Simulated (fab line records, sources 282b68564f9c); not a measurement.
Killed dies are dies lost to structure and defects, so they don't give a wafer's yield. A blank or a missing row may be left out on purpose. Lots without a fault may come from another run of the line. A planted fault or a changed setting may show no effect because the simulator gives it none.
Which tool did it? | flow rit_cmos | 12 lots, 36 wafers sampled, at 2 steps of a route of 202

WHAT THE GAUGES READ, wafer by wafer
The record holds no reading of a measuring or inspecting step that can be judged against a usual standard deviation.

WHICH TOOL RAN EACH LOT (tool, then ch and the chambers of the sampled wafers, then the start)
lot  | RIT_ACTIVE_SOFTBAKE_07           | RIT_M1_PROBE_99
L687 | litho_track-02 ch 0, day 1 14:42 | -
L688 | litho_track-02 ch 0, day 1 19:38 | -
L689 | litho_track-02 ch 0, day 1 23:55 | -
L690 | litho_track-04 ch 0, day 2 05:31 | -
L691 | litho_track-04 ch 0, day 2 10:28 | -
L702 | litho_track-02 ch 0, day 4 18:17 | prober-01, day 6 12:49
L703 | litho_track-02 ch 0, day 4 21:56 | -
L704 | litho_track-01 ch 0, day 5 03:14 | -
L705 | litho_track-01 ch 0, day 5 08:56 | -
L707 | litho_track-01 ch 0, day 5 17:53 | -
L708 | litho_track-01 ch 0, day 5 23:07 | -
L710 | litho_track-01 ch 0, day 6 08:56 | -
- RIT_ACTIVE_SOFTBAKE_07: time 60 s.
- RIT_M1_PROBE_99

WHAT THE TOOLS THEMSELVES READ (means of the sampled wafers that have a number; where no wafer has one, the mark that the record gives instead)
RIT_ACTIVE_SOFTBAKE_07.
lot  | tool           | heater_power_total_W (W) | plate_temp_C (C)
L687 | litho_track-02 | 34.54                    | 90.03
L688 | litho_track-02 | 34.56                    | 90.08
L689 | litho_track-02 | 34.59                    | 90.04
L690 | litho_track-04 | 34.53                    | 89.77
L691 | litho_track-04 | 34.57                    | 90.30
L702 | litho_track-02 | 33.98                    | 88.70
L703 | litho_track-02 | 33.96                    | 88.86
L704 | litho_track-01 | 34.58                    | 89.95
L705 | litho_track-01 | 34.54                    | 89.93
L707 | litho_track-01 | 34.56                    | 89.89
L708 | litho_track-01 | 34.58                    | 90.10
L710 | litho_track-01 | 34.57                    | 90.07

RIT_M1_PROBE_99.
lot  | tool      | killed_at_contacts | killed_at_front_end | killed_dies | killed_open | killed_short
L702 | prober-01 | 0.0                | 5.3                 | 5.3         | 1.7         | 3.7

THE ANSWER, worked out from the rows above alone
Rule: what is usual is taken from the lots themselves. Put in order of their means at a reading, lots are off if they are a third of the lots or fewer, leave a main group of 4 or more, and stand apart from it by a gap of 3 or more times the standard deviation of the main group's means; of several such gaps the widest counts. A main group whose means are all the same, to the digits that the tables above print for the reading, isn't used. A lot without any number at a reading at which 4 lots or more have one is off too. The other lots that the step has rows for count as sound. The gauges are gone through in route order, then the tools' own readings, and for those a lot's mean is taken as printed above. The first step at which some lot is off is used, and at that step the reading that is off furthest; a lot without a number counts as furthest.
Off: L702, L703, at RIT_ACTIVE_SOFTBAKE_07 (heater_power_total_W). The main group: mean 34.56 W, standard deviation 0.019.
A tool fits if, at that step or a process step before it, it ran every lot that is off, and no sound lot after the first of them. One fits: litho_track-02 at RIT_ACTIVE_SOFTBAKE_07. Its last sound lot is L689 (day 1 23:55), its first lot that is off L702 (day 4 18:17): a fault that began between those two fits.
The tool's own readings at RIT_ACTIVE_SOFTBAKE_07 bear it out: on the lots that are off they differ by more than 5 times the standard deviation of the sound lots' means. heater_power_total_W reads 33.97 W there against 34.56 W on the sound lots; plate_temp_C reads 88.78 C there against 90.02 C on the sound lots.

WHAT THE SIMULATOR HAD PUT IN
Process parameter drift: litho_track-02, from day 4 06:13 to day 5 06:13, at RIT_ACTIVE_SOFTBAKE_07. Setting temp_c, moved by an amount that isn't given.
Lots struck among those shown: L702, L703. The rule above found the same.
